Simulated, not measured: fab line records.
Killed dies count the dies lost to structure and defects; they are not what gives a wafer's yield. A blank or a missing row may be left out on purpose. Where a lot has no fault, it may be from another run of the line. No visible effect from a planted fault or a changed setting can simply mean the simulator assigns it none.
The tool behind it: which one? | flow berkeleyCmos170 | 14 lots, 42 wafers sampled, at 4 steps of a route of 331

## WHAT EACH GAUGE READ, for each wafer
UCB170_FIELD_THK_MEAS_02. Usual: for FIELD_OXIDE_THK the level is 558 nm and the standard deviation is 10.
lot  | measured    | on           | FIELD_OXIDE_THK (nm) | flag
L971 | day 5 05:38 | filmMetro-02 | 557 558 554          | 
L970 | day 5 05:38 | filmMetro-03 | 549 556 548          | 
L974 | day 5 19:01 | filmMetro-02 | 547 545 546          | 
L977 | day 6 09:02 | filmMetro-03 | 570 566 559          | 
L975 | day 6 09:03 | filmMetro-04 | 557 558 560          | 
L981 | day 7 14:10 | filmMetro-02 | 565 574 570          | 
L980 | day 7 14:13 | filmMetro-03 | 569 572 581          | 
L983 | day 8 00:46 | filmMetro-03 | 561 558 550          | 
L985 | day 8 15:22 | filmMetro-04 | 559 559 568          | 
L986 | day 8 15:24 | filmMetro-02 | 561 563 561          | 
L987 | day 9 05:23 | filmMetro-03 | 551 557 551          | 
L988 | day 9 05:23 | filmMetro-02 | 554 551 554          | 
L993 | day 9 19:08 | filmMetro-04 | 553 552 541          | 
L991 | day 9 19:08 | filmMetro-03 | 547 559 559          | 

UCB170_M2_THK_MEAS_03: measures by xrf. Usual: for M2_AL_THK the level is 909 nm and the standard deviation is 8.7.
lot  | measured     | on           | M2_AL_THK (nm) | flag
L971 | day 8 16:37  | filmMetro-02 | 903 913 912    | 
L970 | day 8 16:44  | filmMetro-04 | 911 910 911    | 
L974 | day 9 05:38  | filmMetro-04 | 897 907 899    | 
L977 | day 9 15:55  | filmMetro-02 | 920 913 911    | 
L975 | day 9 16:50  | filmMetro-03 | 913 906 907    | 
L981 | day 10 23:10 | filmMetro-02 | 921 909 907    | 
L980 | day 11 01:19 | filmMetro-02 | 906 908 908    | 
L983 | day 11 01:38 | filmMetro-02 | 919 921 923    | 
L985 | day 11 23:41 | filmMetro-04 | 907 901 900    | 
L986 | day 11 23:36 | filmMetro-02 | 900 902 904    | 
L987 | day 12 10:54 | filmMetro-02 | 922 927 914    | 
L988 | day 12 09:40 | filmMetro-02 | 912 908 912    | 
L993 | day 12 23:05 | filmMetro-03 | 899 902 901    | 
L991 | day 12 21:29 | filmMetro-03 | 913 921 917    | 

## WHICH TOOL RAN EACH LOT (tool, then ch and the chambers of the sampled wafers, then the start)
lot  | UCB170_M1_ETCH_11                 | UCB170_M1_STRIP_13
L971 | rieDiel-03 ch 0,2,3, day 8 08:12  | plasmaAsher-03 ch 0,1, day 8 08:23
L970 | rieDiel-04 ch 0,3, day 8 07:56    | plasmaAsher-04 ch 0,1, day 8 08:06
L974 | rieDiel-04 ch 0,2, day 8 22:05    | plasmaAsher-04 ch 0,1, day 8 22:15
L977 | rieDiel-04 ch 0,1,3, day 9 08:37  | plasmaAsher-04 ch 0,1, day 9 08:56
L975 | rieDiel-03 ch 0,1,3, day 9 10:30  | plasmaAsher-04 ch 0,1, day 9 10:43
L981 | rieDiel-04 ch 2,3, day 10 18:35   | plasmaAsher-03 ch 0,1, day 10 18:47
L980 | rieDiel-03 ch 0,1, day 10 18:51   | plasmaAsher-04 ch 0,1, day 10 19:02
L983 | rieDiel-04 ch 1,2,3, day 10 19:18 | plasmaAsher-03 ch 0,1, day 10 19:29
L985 | rieDiel-01 ch 1,2, day 11 18:00   | plasmaAsher-03 ch 0,1, day 11 18:11
L986 | rieDiel-03 ch 0,1,2, day 11 17:47 | plasmaAsher-01 ch 0,1, day 11 18:00
L987 | rieDiel-03 ch 1,2,3, day 12 05:38 | plasmaAsher-03 ch 0,1, day 12 05:56
L988 | rieDiel-01 ch 0,1, day 12 05:11   | plasmaAsher-01 ch 0,1, day 12 05:22
L993 | rieDiel-01 ch 0,2,3, day 12 17:50 | plasmaAsher-01 ch 0,1, day 12 18:01
L991 | rieDiel-03 ch 1,3, day 12 16:19   | plasmaAsher-03 ch 0,1, day 12 16:38
- UCB170_M1_ETCH_11: etches BARC in N2/H2.
- UCB170_M1_STRIP_13: strips in O2.

## WHAT THE TOOLS THEMSELVES READ (means of the sampled wafers that have a number; where no wafer has one, the mark that the record gives instead)
UCB170_M1_ETCH_11. Usual: chamberPressureMTorr 30.00 mTorr, standard deviation 0.038; drypumpMotorCurrentA 5.6 A, standard deviation 0.54; oesProductAu 0.993 a.u., standard deviation 0.016; throttleValvePct 13.29 %, standard deviation 0.12.
lot  | tool       | chamberPressureMTorr (mTorr) | drypumpMotorCurrentA (A) | oesProductAu (a.u.) | throttleValvePct (%) | flag
L971 | rieDiel-03 | 30.02                        | 6.2                      | 0.995               | 13.35                | 
L970 | rieDiel-04 | 30.00                        | 5.4                      | 0.977               | 13.28                | 
L974 | rieDiel-04 | 30.00                        | 5.6                      | 0.979               | 13.18                | 
L977 | rieDiel-04 | 30.00                        | 5.7                      | 0.993               | 13.23                | 
L975 | rieDiel-03 | 30.03                        | 5.9                      | 1.003               | 13.37                | 
L981 | rieDiel-04 | 29.98                        | 5.7                      | 0.969               | 13.27                | 
L980 | rieDiel-03 | 30.00                        | 5.9                      | 1.001               | 13.34                | 
L983 | rieDiel-04 | 30.00                        | 5.9                      | 0.979               | 13.24                | 
L985 | rieDiel-01 | 30.00                        | 4.8                      | 0.996               | 13.38                | 
L986 | rieDiel-03 | 30.01                        | 5.9                      | 0.998               | 13.28                | 
L987 | rieDiel-03 | 29.99                        | 6.0                      | 1.001               | 13.31                | 
L988 | rieDiel-01 | 30.00                        | 5.0                      | 1.012               | 13.19                | 
L993 | rieDiel-01 | 30.02                        | 5.6                      | 0.989               | 13.40                | 
L991 | rieDiel-03 | 30.01                        | 5.7                      | 1.012               | 13.34                | 

UCB170_M1_STRIP_13. Usual: chamberPressureMTorr 3500 mTorr, standard deviation 3.6; drypumpMotorCurrentA 5.4 A, standard deviation 0.53; o2FlowSccm 400.0 sccm, standard deviation 1.2; oesProductAu 0.721 a.u., standard deviation 0.0042.
lot  | tool           | chamberPressureMTorr (mTorr) | drypumpMotorCurrentA (A) | o2FlowSccm (sccm) | oesProductAu (a.u.) | flag
L971 | plasmaAsher-03 | 3500                         | 4.8                      | 401.3             | 0.720               | 
L970 | plasmaAsher-04 | 3504                         | 5.1                      | 400.8             | 0.728               | 
L974 | plasmaAsher-04 | 3500                         | 5.1                      | 400.3             | 0.718               | 
L977 | plasmaAsher-04 | 3505                         | 5.1                      | 400.5             | 0.724               | 
L975 | plasmaAsher-04 | 3499                         | 5.2                      | 267.3             | 0.682               | OFF
L981 | plasmaAsher-03 | 3499                         | 4.8                      | 400.6             | 0.717               | 
L980 | plasmaAsher-04 | 3497                         | 5.1                      | 333.9             | 0.700               | OFF
L983 | plasmaAsher-03 | 3501                         | 4.8                      | 400.2             | 0.722               | 
L985 | plasmaAsher-03 | 3498                         | 4.8                      | 399.1             | 0.723               | 
L986 | plasmaAsher-01 | 3501                         | 6.1                      | 400.0             | 0.718               | 
L987 | plasmaAsher-03 | 3498                         | 4.8                      | 399.2             | 0.724               | 
L988 | plasmaAsher-01 | 3498                         | 6.1                      | 399.8             | 0.722               | 
L993 | plasmaAsher-01 | 3501                         | 6.1                      | 399.9             | 0.724               | 
L991 | plasmaAsher-03 | 3500                         | 4.8                      | 399.6             | 0.724               | 

## THE ANSWER, worked out from the rows above alone
Rule: a lot counts as off when the mean over its wafers that have a number is more than 3 standard deviations away from the usual mean. A lot without any number at a reading at which 4 lots or more have one is off too. Where the step has rows for the other lots, those lots are counted as sound. Order of review: gauges by route order, followed by the tools' own readings, for which a lot's mean as printed above is used. The first step at which some lot is off is used, and at that step the reading that is off furthest; a lot without a number counts as furthest.
Off: L975, L980 (UCB170_M1_STRIP_13, o2FlowSccm).
A tool fits if, at that step or a process step before it, it ran every lot that is off, and no sound lot after the first of them. One candidate fits, namely plasmaAsher-04 at UCB170_M1_STRIP_13. A fault onset in the window from L977 (day 9 08:56, its last sound lot) to L975 (day 9 10:43, its first lot off) fits.
The tool's own readings at UCB170_M1_STRIP_13 bear it out: on the lots that are off they differ by more than 5 times the standard deviation of the sound lots' means. o2FlowSccm reads 300.6 sccm there against 400.1 sccm on the sound lots; oesProductAu reads 0.691 a.u. there against 0.722 a.u. on the sound lots.

## WHAT HAD BEEN PUT IN BY THE SIMULATOR
plasmaAsher-04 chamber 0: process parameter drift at UCB170_M1_STRIP_13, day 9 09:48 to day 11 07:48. From 400, the setting o2FlowSccm moved by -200. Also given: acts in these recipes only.
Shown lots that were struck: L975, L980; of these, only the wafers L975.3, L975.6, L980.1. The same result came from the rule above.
